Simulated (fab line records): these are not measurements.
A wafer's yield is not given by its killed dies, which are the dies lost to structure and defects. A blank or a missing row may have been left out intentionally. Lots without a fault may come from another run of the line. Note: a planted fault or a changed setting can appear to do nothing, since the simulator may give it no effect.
Which of the tools did it? | flow rit-cmos | 14 lots, 42 wafers sampled, at 6 steps of a route of 202

== WHAT EACH GAUGE READ, for each wafer ==
RIT_NRETRO_OVL_MEAS_06. Usual: for NRETRO_OVL the level is 0.2 nm and the standard deviation is 1.5.
lot  | measured    | on         | NRETRO_OVL (nm) | flag
L503 | day 2 09:45 | overlay-02 | -1.0 1.1 1.8    |
L504 | day 2 16:20 | overlay-01 | 1.3 2.9 -0.7    |
L505 | day 2 18:56 | overlay-02 | -2.5 -1.4 -1.2  |
L506 | day 2 22:25 | overlay-01 | 0.5 -3.3 0.9    |
L507 | day 3 06:37 | overlay-01 | -0.1 0.1 1.4    |
L508 | day 3 11:39 | overlay-02 | 1.6 -0.8 0.8    |
L510 | day 4 02:11 | overlay-02 | -4.7 -1.7 0.0   |
L512 | day 4 09:54 | overlay-02 | 0.7 1.5 3.0     |
L513 | day 4 13:25 | overlay-02 | -0.7 0.3 0.9    |
L514 | day 4 17:51 | overlay-02 | 0.5 2.0 0.8     |
L515 | day 4 19:12 | overlay-02 | -2.6 1.2 0.7    |
L522 | day 6 09:26 | overlay-02 | 1.6 -0.6 1.1    |
L523 | day 6 14:41 | overlay-02 | 0.0 -2.2 -0.6   |
L524 | day 7 01:08 | overlay-01 | -0.4 -2.1 -1.8  |

RIT_REOX_THK_MEAS_04. Usual: for REOX_OXIDE_THK the level is 25.2 nm and the standard deviation is 0.46.
lot  | measured    | on            | REOX_OXIDE_THK (nm) | flag
L503 | day 2 23:37 | film-metro-02 | 25.6 25.8 25.6      |
L504 | day 3 07:35 | film-metro-04 | 25.7 25.7 25.6      |
L505 | day 3 07:36 | film-metro-02 | 25.1 25.7 25.3      |
L506 | day 3 17:39 | film-metro-01 | 25.7 25.8 25.9      |
L507 | day 4 01:25 | film-metro-04 | 25.0 25.0 25.6      |
L508 | day 4 03:57 | film-metro-02 | 24.8 25.1 25.1      |
L510 | day 4 18:18 | film-metro-01 | 25.0 25.0 25.1      |
L512 | day 5 01:25 | film-metro-02 | 25.5 25.6 25.6      |
L513 | day 5 04:35 | film-metro-04 | 25.8 25.5 25.8      |
L514 | day 5 10:32 | film-metro-02 | 25.0 24.9 24.6      |
L515 | day 5 10:33 | film-metro-04 | 25.5 24.9 25.4      |
L522 | day 7 07:53 | film-metro-02 | 24.5 24.6 24.3      |
L523 | day 7 07:53 | film-metro-01 | 24.5 24.9 24.7      |
L524 | day 7 18:48 | film-metro-04 | 25.2 24.6 24.8      |

RIT_PLDD_TW_MEAS_10. Usual: for PLDD_TW the level is 2356 and the standard deviation is 20.
lot  | measured    | on            | PLDD_TW        | flag
L503 | day 3 02:28 | film-metro-02 | 2391 2380 2382 |
L504 | day 3 10:44 | film-metro-03 | 2373 2389 2388 |
L505 | day 3 11:05 | film-metro-01 | 2332 2337 2337 |
L506 | day 3 20:37 | film-metro-02 | 2380 2383 2380 |
L507 | day 4 04:22 | film-metro-03 | 2401 2396 2399 |
L508 | day 4 07:01 | film-metro-01 | 2337 2337 2345 |
L510 | day 4 21:36 | film-metro-02 | 2338 2346 2358 |
L512 | day 5 04:15 | film-metro-02 | 2351 2346 2352 |
L513 | day 5 07:25 | film-metro-03 | 2368 2367 2383 |
L514 | day 5 13:38 | film-metro-02 | 2350 2352 2353 |
L515 | day 5 13:53 | film-metro-01 | 2339 2332 2324 |
L522 | day 7 10:56 | film-metro-01 | 2331 2328 2329 |
L523 | day 7 11:24 | film-metro-01 | 2490 2509 2519 | OFF
L524 | day 7 21:44 | film-metro-03 | 2546 2556 2549 | OFF

RIT_SDANNEAL_RS_MEAS_06: a four-point-probe measurement. Usual: for PLDD_RS the level is 178.7 ohm/sq and the standard deviation is 0.52.
lot  | measured    | on            | PLDD_RS (ohm/sq)  | flag
L503 | day 3 08:40 | film-metro-01 | 179.3 179.7 179.1 |
L504 | day 3 18:02 | film-metro-01 | 179.0 179.0 178.3 |
L505 | day 3 17:19 | film-metro-02 | 178.3 178.6 178.3 |
L506 | day 4 05:19 | film-metro-01 | 179.0 179.1 179.1 |
L507 | day 4 11:45 | film-metro-03 | 178.4 178.6 178.4 |
L508 | day 4 14:28 | film-metro-03 | 178.4 178.3 178.1 |
L510 | day 5 06:16 | film-metro-02 | 179.4 179.3 179.3 |
L512 | day 5 12:03 | film-metro-03 | 178.0 178.5 177.9 |
L513 | day 5 14:50 | film-metro-03 | 178.4 177.8 177.8 |
L514 | day 5 22:52 | film-metro-02 | 178.6 178.7 178.1 |
L515 | day 5 23:22 | film-metro-01 | 178.6 178.3 178.7 |
L522 | day 7 18:45 | film-metro-03 | 178.6 178.1 178.3 |
L523 | day 7 18:58 | film-metro-01 | 163.9 163.8 163.6 | OFF
L524 | day 8 05:00 | film-metro-01 | 164.9 164.2 163.8 | OFF

== TOOL THAT RAN EACH LOT (tool first, then ch and the chambers of the sampled wafers, then the start) ==
lot  | RIT_GATE_STRIP_20                   | RIT_PLDD_IMPLANT_08
L503 | plasma-asher-03 ch 0,1, day 2 18:37 | implanter-04 ch 0, day 3 02:09
L504 | plasma-asher-02 ch 0,1, day 3 01:52 | implanter-03 ch 0, day 3 10:25
L505 | plasma-asher-02 ch 0,1, day 3 03:31 | implanter-01 ch 0, day 3 10:47
L506 | plasma-asher-02 ch 0,1, day 3 10:58 | implanter-04 ch 0, day 3 20:19
L507 | plasma-asher-03 ch 0,1, day 3 21:56 | implanter-03 ch 0, day 4 04:04
L508 | plasma-asher-02 ch 0,1, day 3 23:53 | implanter-03 ch 0, day 4 06:41
L510 | plasma-asher-04 ch 0,1, day 4 12:43 | implanter-04 ch 0, day 4 21:16
L512 | plasma-asher-03 ch 0,1, day 4 20:55 | implanter-03 ch 0, day 5 03:56
L513 | plasma-asher-02 ch 0,1, day 5 01:22 | implanter-03 ch 0, day 5 07:07
L514 | plasma-asher-03 ch 1, day 5 03:55   | implanter-04 ch 0, day 5 13:19
L515 | plasma-asher-04 ch 0,1, day 5 06:23 | implanter-03 ch 0, day 5 13:35
L522 | plasma-asher-04 ch 0,1, day 7 02:05 | implanter-01 ch 0, day 7 10:37
L523 | plasma-asher-02 ch 0,1, day 7 04:31 | implanter-03 ch 0, day 7 11:04
L524 | plasma-asher-04 ch 0,1, day 7 14:04 | implanter-03 ch 0, day 7 21:28
- RIT_GATE_STRIP_20: strips in O2, time 180 s.
- RIT_PLDD_IMPLANT_08

== WHAT THE TOOLS THEMSELVES READ (means of the sampled wafers that have a number; where no wafer has one, the mark that the record gives instead) ==
RIT_GATE_STRIP_20. Usual: drypump-motor-current-A reads 5.9 A (standard deviation 0.4).
lot  | tool            | drypump-motor-current-A (A) | flag
L503 | plasma-asher-03 | 5.7                         |
L504 | plasma-asher-02 | 6.1                         |
L505 | plasma-asher-02 | 6.1                         |
L506 | plasma-asher-02 | 6.0                         |
L507 | plasma-asher-03 | 5.9                         |
L508 | plasma-asher-02 | 6.1                         |
L510 | plasma-asher-04 | 5.5                         |
L512 | plasma-asher-03 | 5.9                         |
L513 | plasma-asher-02 | 6.1                         |
L514 | plasma-asher-03 | 5.4                         |
L515 | plasma-asher-04 | 5.8                         |
L522 | plasma-asher-04 | 5.8                         |
L523 | plasma-asher-02 | 6.1                         |
L524 | plasma-asher-04 | 5.8                         |

RIT_PLDD_IMPLANT_08. Usual: beam-energy-keV reads 20.000 (standard deviation 0.0059).
lot  | tool         | beam-energy-keV | flag
L503 | implanter-04 | 19.998          |
L504 | implanter-03 | 19.995          |
L505 | implanter-01 | 19.998          |
L506 | implanter-04 | 20.009          |
L507 | implanter-03 | 20.008          |
L508 | implanter-03 | 19.995          |
L510 | implanter-04 | 19.998          |
L512 | implanter-03 | 20.004          |
L513 | implanter-03 | 20.003          |
L514 | implanter-04 | 20.002          |
L515 | implanter-03 | 20.002          |
L522 | implanter-01 | 19.996          |
L523 | implanter-03 | 26.000          | OFF
L524 | implanter-03 | 25.996          | OFF

== THE ANSWER, worked out from the rows above alone ==
Rule: lot off if the mean of its wafers having a number is beyond 3 standard deviations from the usual mean. A lot without any number at a reading at which 4 lots or more have one is off too. All remaining lots with rows at the step are treated as sound. After the gauges, taken in route order, come the tools' own readings; for these a lot's mean is taken, as printed above. The first step at which some lot is off is used, and at that step the reading that is off furthest; a lot without a number counts as furthest.
Off: at RIT_PLDD_TW_MEAS_10 (PLDD_TW), L523, L524.
A tool fits if, at a process step before that reading, it ran every lot that is off, and no sound lot after the first of them. Not tried: the gauges at RIT_PLDD_TW_MEAS_10; whatever is off there is also off at RIT_PLDD_IMPLANT_08, on other tools, and gauge error can't account for it. One fits: RIT_PLDD_IMPLANT_08 on implanter-03. A fault onset in the window from L515 (day 5 13:35, its last sound lot) to L523 (day 7 11:04, its first lot off) fits.
The tool's own readings at RIT_PLDD_IMPLANT_08 bear it out: on the lots that are off they differ by more than 5 times the standard deviation of the sound lots' means. beam-energy-keV reads 25.998 there against 20.001 on the sound lots.

== WHAT HAD BEEN PUT IN BY THE SIMULATOR ==
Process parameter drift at RIT_PLDD_IMPLANT_08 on implanter-03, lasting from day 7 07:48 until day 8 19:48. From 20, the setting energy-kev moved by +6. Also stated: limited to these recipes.
Struck lots among those shown: L523, L524. The same result came from the rule above.
